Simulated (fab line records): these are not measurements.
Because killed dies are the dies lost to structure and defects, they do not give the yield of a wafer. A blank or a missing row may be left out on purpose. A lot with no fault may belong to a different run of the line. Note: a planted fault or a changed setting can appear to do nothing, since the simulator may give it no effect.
The same fault as seen by 2 desks | flow rit_cmos | each desk has only its own numbers; what lay behind them comes last

AT THE METROLOGY DESK
Means of the sampled wafers that have a number, per lot and without regard to the tool the lot ran on: this is what the gauges read. If a lot's mean is further than 4 standard deviations from the usual mean, the lot is out of limits and carries the mark OUT (the distance appears in the brackets).
Columns: A = CONTACT_TEOS_THK at RIT_CONTACT_THK_MEAS_01, usual 400 nm; B = cd_nm at RIT_CONTACT_CD_MEAS_08, usual 1000.6 nm; C = CONTACT_OVL at RIT_CONTACT_OVL_MEAS_09, usual -0.5 nm
lot  | first seen here | A   | B      | C
L330 | day 3 21:31     | 395 | 997.4  | -0.2
L336 | day 5 07:32     | 405 | 1004.4 | 0.7
L339 | day 5 19:20     | 395 | 997.9  | -0.9
L341 | day 6 04:53     | 403 | 1001.8 | -0.2
L343 | day 6 12:19     | 402 | 999.2  | 0.6
L349 | day 7 21:14     | 399 | 999.5  | -0.9
This desk found nothing out of limits on any of the 6 lots.

THE TOOL OWNER'S DESK: rie_diel-03
The tool's own readings at RIT_CONTACT_ETCH_11 (etches SiO2 in CHF3/CF4/Ar, stops on TiSi2, target depth 480 nm, time 320 s): means of the sampled wafers that have a number, for each lot that ran on this tool. If a lot's mean is further than 4 standard deviations from the usual mean, the lot is out of limits and carries the mark OUT (the distance appears in the brackets).
Columns: A = drypump_motor_current_A at RIT_CONTACT_ETCH_11, usual 5.9 A; B = mfc_ar_sccm at RIT_CONTACT_ETCH_11, usual 100.01 sccm; C = oes_product_au at RIT_CONTACT_ETCH_11, usual 0.989 a.u.; D = rf_fwd_power_W at RIT_CONTACT_ETCH_11, usual 199.6 W; E = throttle_valve_pct at RIT_CONTACT_ETCH_11, usual 8.80 %
lot  | first seen here | A   | B      | C     | D               | E
L330 | day 3 22:50     | 5.7 | 99.85  | 0.990 | 200.1           | 8.78
L339 | day 5 20:47     | 6.0 | 99.99  | 0.984 | 167.6 (-53) OUT | 8.90
L341 | day 6 06:21     | 6.4 | 100.29 | 0.982 | 167.7 (-53) OUT | 8.92
This desk's verdict: out of limits on L339, L341, starting with L339 at day 5 20:47 (rf_fwd_power_W at RIT_CONTACT_ETCH_11). L330: within limits.

BROUGHT TOGETHER
An alarm could have come from the tool owner's desk at day 5 20:47, on L339, L341.
Metrology desk: nothing out of limits seen.
The metrology desk holds a record of L339, L341, inside its limits.
Of the lots named, all ran RIT_CONTACT_ETCH_11 on rie_diel-03.

WHAT WAS PUT IN BY THE SIMULATOR
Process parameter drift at RIT_CONTACT_ETCH_11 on rie_diel-03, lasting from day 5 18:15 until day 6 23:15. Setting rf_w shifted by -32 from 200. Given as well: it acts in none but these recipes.
Lots struck among those shown: L339, L341.
Each desk's first reading out of limits, in hours after the fault started: the tool owner's desk, 3.
